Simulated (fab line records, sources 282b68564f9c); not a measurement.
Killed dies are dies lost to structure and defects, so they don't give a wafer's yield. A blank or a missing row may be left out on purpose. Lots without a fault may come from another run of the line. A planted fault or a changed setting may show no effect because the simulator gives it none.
A struck lot beside a sound one | flow rit_cmos | 17 steps out of a route of 202
Sound: wafers L474.2, L474.3, L474.6. Struck: wafers L476.1, L476.4, L476.6. The cause comes at the end.
At each step with rows: each side's tool, then ch and its chambers, then its first start. Under that, the readings that differ: sound wafers | struck wafers | difference of the means | sigmas: that difference in standard deviations of wafers without a fault.
alike: readings whose means differ by less than 2 such deviations, and words and numbers that are the same on both sides. not compared: withheld readings, readings that some wafer has no value for, bounds like >300 that may hide the same value, and numbers for which the record gives no deviation and whose values overlap.
The two part at a step that has a row with sigmas, a row that says differs or no value, or rows on one side only. Numbers that don't overlap but have no deviation are shown without sigmas and don't part them. A reading that every wafer of one side lacks parts them only if that side has two wafers or more.

first, 2 steps without rows for these wafers: RIT_NRETRO_HARDBAKE_07 (time 120 s); RIT_NRETRO_IMPLANT_08.
RIT_NRETRO_STRIP_09: strips in O2, time 180 s.
  sound on plasma_asher-03 ch 0,1, day 2 20:32; struck on plasma_asher-01 ch 0, day 3 07:43
  alike: drypump_motor_current_A
  not compared: rf_hours_counter_h
RIT_NRETRO_TW_MEAS_10:
  sound on film_metro-02, day 2 20:43; struck on film_metro-03, day 3 07:53
  reading   | sound          | struck         | difference | sigmas
  NRETRO_TW | 1062 1062 1056 | 1086 1087 1087 | +27        | +3
then, 6 steps without rows for these wafers: RIT_PRETRO_HMDS_00 (prime time 60 s); RIT_PRETRO_COAT_01 (resist thk 1300 nm); RIT_PRETRO_SOFTBAKE_02 (time 60 s); RIT_PRETRO_EXPOSE_03 (exposes mask M5, target cd 43700 nm); RIT_PRETRO_PEB_04; RIT_PRETRO_DEVELOP_05 (develop time 68 s).
RIT_PRETRO_OVL_MEAS_06:
  sound on overlay-02, day 2 21:39; struck on overlay-02, day 3 08:57
  alike: PRETRO_OVL
then, 1 step without rows for these wafers: RIT_PRETRO_HARDBAKE_07 (time 120 s).
RIT_PRETRO_IMPLANT_08:
  sound on implanter-04 ch 0, day 2 21:57; struck on implanter-04 ch 0, day 3 09:37
  reading            | sound                            | struck                      | difference | sigmas
  dose_ions_cm2      | 1.1999e+13 1.1999e+13 1.2003e+13 | 9.369e+12 9.37e+12 9.36e+12 | -2.634e+12 | -99 or more
  faraday_current_uA | 38.4 38.3 37.1                   | 31.1 29.5 30.3              | -7.6       | -10
RIT_PRETRO_STRIP_09: strips in O2, time 180 s.
  sound on plasma_asher-03 ch 0,1, day 2 22:05; struck on plasma_asher-01 ch 0,1, day 3 09:46
  alike: drypump_motor_current_A
  not compared: rf_hours_counter_h
RIT_PRETRO_TW_MEAS_10:
  sound on film_metro-01, day 2 22:16; struck on film_metro-04, day 3 09:56
  reading   | sound       | struck      | difference | sigmas
  PRETRO_TW | 466 467 466 | 444 447 444 | -21        | -3
then, 1 step without rows for these wafers: RIT_GATE_WET_ETCH_00 (etches SiO2 in BOE, target depth 56 nm, time 60 s).
RIT_M1_PROBE_99:
  sound on prober-02, day 4 00:42; struck on prober-02, day 4 11:43
  reading                                    | sound                | struck              | difference | sigmas
  model.etest.nmos_0p3.r_on_ohm_um           | 2244 2206 2240       | 2154 2110 2098      | -109       |
  model.etest.nmos_0p15.drive_ua_um          | 457.9 457.6 461.9    | 471.3 469.7 472.6   | +12.1      |
  model.etest.nmos_0p3.drive_ua_um           | 212.5 215.9 213.4    | 230.3 234.5 228.3   | +17.1      |
  model.etest.nmos_narrow.drive_ua_um        | 208.9 213.3 208.4    | 225.3 229.9 226.3   | +17.0      |
  model.etest.nmos_0p15.off_log10_a_um       | -10.09 -10.11 -10.04 | -9.795 -9.85 -9.866 | +0.243     |
  model.etest.retro_edge_nmos.off_log10_a_um | -9.861 -9.979 -9.846 | -9.665 -9.65 -9.761 | +0.203     |
  alike: killed_at_contacts, killed_at_front_end, killed_dies, killed_open, killed_short
  not compared: model.etest.nmos_turned.drive_ua_um, model.etest.ring.quiet_log10_a

WHERE THEY PART
First at RIT_NRETRO_TW_MEAS_10; last, within this record, at RIT_PRETRO_TW_MEAS_10. Later steps at which nothing parts them and some readings are alike: RIT_M1_PROBE_99.

WHY: what the simulator had put in
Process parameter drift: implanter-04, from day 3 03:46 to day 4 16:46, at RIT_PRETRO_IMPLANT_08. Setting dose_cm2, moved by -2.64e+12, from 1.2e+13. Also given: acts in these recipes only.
